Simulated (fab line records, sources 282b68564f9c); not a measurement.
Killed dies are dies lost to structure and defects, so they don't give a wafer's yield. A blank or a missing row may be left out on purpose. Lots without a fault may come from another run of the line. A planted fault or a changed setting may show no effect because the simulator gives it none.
fab line records | flow rit_cmos
record lots=13 wafers=39 last_day=7
route steps=202 shown SPACER@128
lots that met no fault: from a run of the same line without faults
start_h: hours from the record's first day to the start of the lot's first wafer shown | wait_h: hours since the lot's step before | " the same as in the row above | L1.1+2: a row that stands for several wafers | - no value, or no start given | * or withheld: withheld | < > ~ a bound
route shown NAME@n: a module of which the file shows steps, and the number in the route of the first | usual: mean/standard deviation of fault-free wafers | same: alike in all rows | chamber/n: place in a boat | sites: the reading at each site | _std_site: their standard deviation | _edge_site: outer sites' mean less inner sites' | radius_mm: how far each site lies from the wafer's centre | mask NAME#n: copy n | behind: the tool/chamber that last shaped the wafer | hold: why the lot was held/for how many hours/how that ended | device: the transistor (n, p or np) that didn't switch | end of line: the same wafers' tests at the end of the route | a step without rows: its recipe alone | killed: dies lost to structure and defects at the first sort, not the wafer's yield | map: a wafer's dies, x killed, . not, _ none there
set.NAME: the setting as run; set.NAME@STEP: as run at that earlier step | model.NAME: the simulator's own value behind a step, which no gauge read
steps of the route over a sample of lots; a table a step, a row a wafer
services: from which hour (start_h, from the record's first day; less than 0 if before it) a tool's chamber was out of use, for how many hours, and why
## steps
# step RIT_SPACER_CVD_03
# recipe material=Si3N4 target_thk_nm=250 temp_c=810 precursor=SiH2Cl2/NH3 time_s=3226 pressure_mtorr=300 sih2cl2_flow_sccm=60 nh3_flow_sccm=150
# usual susceptor_temp_C=810.0/0.36 zone_power_source_pct=20.2/0.67
# columns lot.wafer tool chamber start_h wait_h susceptor_temp_C zone_power_source_pct
L805.1 lpcvd-02 0 44.89 0.0 810.2 20.7
L805.5 " 0 " " 810.2 20.9
L805.6 " 0 " " 810.7 20.6
L806.2 lpcvd-01 0 53.86 0.7 810.0 20.4
L806.3 " 0 " " 809.5 20.0
L806.4 " 0 " " 809.9 20.5
L807.3 lpcvd-01 0 58.53 0.3 810.0 19.7
L807.4 " 0 " " 810.4 19.8
L807.6 " 0 " " 810.6 20.2
L811.1 lpcvd-01 0 78.45 0.0 809.9 20.1
L811.2 " 0 " " 810.0 19.9
L811.6 " 0 " " 809.9 20.1
L813.1 lpcvd-02 0 85.33 0.0 809.4 20.4
L813.2 " 0 " " 809.6 20.6
L813.3 " 0 " " 809.5 20.9
L815.3 lpcvd-02 1 95.09 0.0 809.6 21.2
L815.4 " 1 " " 808.7 21.3
L815.6 " 1 " " 809.1 21.5
L817.1 lpcvd-02 0 104.65 0.0 810.0 20.9
L817.2 " 0 " " 809.9 20.8
L817.3 " 0 " " 810.2 20.6
L818.2 lpcvd-01 0 109.29 0.0 809.9 20.2
L818.4 " 0 " " 809.6 19.7
L818.5 " 0 " " 809.6 20.1
L819.2 lpcvd-01 1 114.23 0.0 809.9 19.0
L819.3 " 1 " " 809.4 18.7
L819.4 " 1 " " 809.7 19.0
L821.1 lpcvd-01 0 125.53 0.0 809.7 19.9
L821.5 " 0 " " 809.7 20.3
L821.6 " 0 " " 809.5 20.2
L822.2 lpcvd-01 0 128.92 0.0 810.0 20.2
L822.4 " 0 " " 810.5 20.4
L822.5 " 0 " " 810.0 19.7
L825.3 lpcvd-01 1 144.94 0.0 810.0 18.9
L825.4 " 1 " " 809.9 19.2
L825.5 " 1 " " 809.7 19.4
L828.1 lpcvd-01 0 159.65 0.0 810.5 20.3
L828.4 " 0 " " 810.3 20.2
L828.5 " 0 " " 810.4 20.0
# step RIT_SPACER_THK_MEAS_04
# recipe reads=Si3N4_of_SPACER_CVD_03
# usual SPACER_NITRIDE_THK=245.2/1.8
# columns lot.wafer tool chamber start_h wait_h SPACER_NITRIDE_THK[nm]
L805.1 film_metro-02 - 46.81 0.0 244.3
L805.5 " - " " 243.7
L805.6 " - " " 244.1
L806.2 film_metro-02 - 55.79 0.0 243.8
L806.3 " - " " 245.2
L806.4 " - " " 244.1
L807.3 film_metro-01 - 60.46 0.0 246.0
L807.4 " - " " 246.0
L807.6 " - " " 246.4
L811.1 film_metro-01 - 80.36 0.0 245.2
L811.2 " - " " 245.0
L811.6 " - " " 243.8
L813.1 film_metro-02 - 87.25 0.0 244.4
L813.2 " - " " 246.7
L813.3 " - " " 247.0
L815.3 film_metro-01 - 97.02 0.0 216.4
L815.4 " - " " 215.5
L815.6 " - " " 215.0
L817.1 film_metro-04 - 106.57 0.0 219.7
L817.2 " - " " 219.6
L817.3 " - " " 220.7
L818.2 film_metro-04 - 112.18 0.0 241.8
L818.4 " - " " 242.0
L818.5 " - " " 241.0
L819.2 film_metro-04 - 117.12 0.0 244.6
L819.3 " - " " 242.6
L819.4 " - " " 242.8
L821.1 film_metro-02 - 127.44 0.0 248.0
L821.5 " - " " 243.9
L821.6 " - " " 247.2
L822.2 film_metro-02 - 130.84 0.0 243.8
L822.4 " - " " 241.7
L822.5 " - " " 244.5
L825.3 film_metro-01 - 146.88 0.0 245.7
L825.4 " - " " 245.4
L825.5 " - " " 243.2
L828.1 film_metro-01 - 161.57 0.0 246.3
L828.4 " - " " 243.7
L828.5 " - " " 243.1
# step RIT_SPACER_ETCHBACK_05
# recipe target_depth_a=2500 SF6_flow_sccm=30 CHF3_flow_sccm=30 target=Si3N4 chemistry=SF6/CHF3 pressure_mtorr=40 rf_w=250 time_s=240 stop_on=SiO2
# usual CHF3_flow_sccm=29.99/0.093 drypump_motor_current_A=5.95/0.21 oes_product_au=0.831/0.014 throttle_valve_pct=10.22/0.12
# columns lot.wafer tool chamber start_h wait_h CHF3_flow_sccm drypump_motor_current_A oes_product_au rf_hours_counter_h throttle_valve_pct
L805.1 rie_diel-01 2 46.87 0.1 29.98 5.89 0.822 16 10.23
L805.5 " 3 " " 30.08 6.00 0.816 - 10.06
L805.6 " 2 " " 29.97 5.90 0.828 - 10.23
L806.2 rie_diel-04 0 55.84 0.0 30.04 5.84 0.813 148 10.16
L806.3 " 3 " " 30.07 5.46 0.808 154 10.14
L806.4 " 2 " " 30.04 6.20 0.827 79 10.09
L807.3 rie_diel-01 0 60.50 0.0 30.14 6.08 0.830 166 10.22
L807.4 " 1 " " 29.91 6.10 0.861 155 10.24
L807.6 " 0 " " 30.08 6.07 0.840 - 10.23
L811.1 rie_diel-03 2 80.42 0.1 30.00 5.94 0.855 61 10.42
L811.2 " 0 " " 30.02 5.66 0.824 6 10.18
L811.6 " 0 " " 29.98 5.68 0.829 - 10.18
L813.1 rie_diel-01 3 87.31 0.1 30.02 6.00 0.821 141 10.07
L813.2 " 1 " " 29.93 6.10 0.860 155 10.24
L813.3 " 2 " " 30.03 5.90 0.828 17 10.23
L815.3 rie_diel-01 3 97.06 0.0 29.91 6.01 0.754 142 10.03
L815.4 " 2 " " 29.96 5.90 0.745 17 10.19
L815.6 " 3 " " 29.90 6.01 0.744 - 10.06
L817.1 rie_diel-01 3 106.63 0.1 30.02 5.99 0.759 142 10.04
L817.2 " 0 " " 30.04 6.08 0.759 0 10.21
L817.3 " 1 " " 29.97 6.12 0.800 156 10.23
L818.2 rie_diel-01 1 112.23 0.0 30.00 6.11 0.857 156 10.25
L818.4 " 2 " " 29.86 5.88 0.818 17 10.23
L818.5 " 2 " " 30.01 5.88 0.817 - 10.22
L819.2 rie_diel-01 2 117.17 0.0 29.83 5.84 0.820 18 10.23
L819.3 " 3 " " 29.93 5.98 0.819 142 10.07
L819.4 " 0 " " 29.95 6.05 0.824 1 10.22
L821.1 rie_diel-01 0 127.50 0.1 30.13 6.07 0.827 1 10.23
L821.5 " 3 " " 29.86 5.99 0.821 - 10.06
L821.6 " 2 " " 30.01 5.86 0.833 - 10.23
L822.2 rie_diel-01 0 130.89 0.0 30.12 6.06 0.820 1 10.23
L822.4 " 3 " " 29.92 6.00 0.822 - 10.07
L822.5 " 2 " " 29.96 5.90 0.822 - 10.22
L825.3 rie_diel-01 2 146.92 0.0 30.15 5.87 0.825 18 10.22
L825.4 " 1 " " 29.63 6.11 0.843 0 10.26
L825.5 " 2 " " 30.13 5.89 0.823 - 10.21
L828.1 rie_diel-04 2 161.63 0.1 30.08 6.18 0.833 82 10.11
L828.4 " 3 " " 29.92 5.47 0.841 - 10.11
L828.5 " 1 " " 29.88 5.69 0.844 - 10.57
## services
# columns tool chamber start_h hours kind
rie_diel-03 - 35.58 28.1 pm
lpcvd-02 - 38.00 2.7 repair
rie_diel-01 0 45.17 1.5 repair
rie_diel-01 0 72.89 - clean
rie_diel-01 0 72.89 - consumable_replace:esc
rie_diel-01 0 72.89 21.3 scheduled_down
rie_diel-01 0 72.89 21.3 vent_cycle
rie_diel-03 1 79.70 9.6 repair
rie_diel-04 - 84.68 0.3 repair
rie_diel-03 - 93.04 65.3 repair
rie_diel-01 2 120.15 6.0 repair
rie_diel-04 3 124.45 - clean
rie_diel-04 3 124.45 26.7 scheduled_down
rie_diel-04 3 124.45 26.7 vent_cycle
rie_diel-01 1 126.12 - clean
rie_diel-01 1 126.12 12.5 scheduled_down
rie_diel-01 1 126.12 12.5 vent_cycle
rie_diel-04 0 128.36 46.2 repair
rie_diel-04 2 130.13 4.4 repair
## key
first_sign step=RIT_SPACER_THK_MEAS_04 reading=SPACER_NITRIDE_THK direction=down sigmas=15 usual=245.2 struck=217.8
effect step=RIT_SPACER_ETCHBACK_05 reading=oes_product_au direction=down sigmas=5.1 usual=0.831 struck=0.760
met_at RIT_SPACER_CVD_03
struck_lots L815,L817
tester_left_out L815,L817
onset_between 85.33 95.09
fault kind=site_profile_drift tool=lpcvd-02 chamber=- onset_h=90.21 steps=RIT_SPACER_CVD_03 basis=fraction max_abs_drift=0.25671 slope_share_per_hr=57.046 site_pattern=0,0,0,0,0,-1,-1,-1,-1
# tester_left_out: of these lots the tester's yield and bins aren't shown, on N5 and GAA mostly nor the transistor test; their killed dies are dies lost to structure and defects alone, not to doping, threshold or leakage, so they don't give the yield
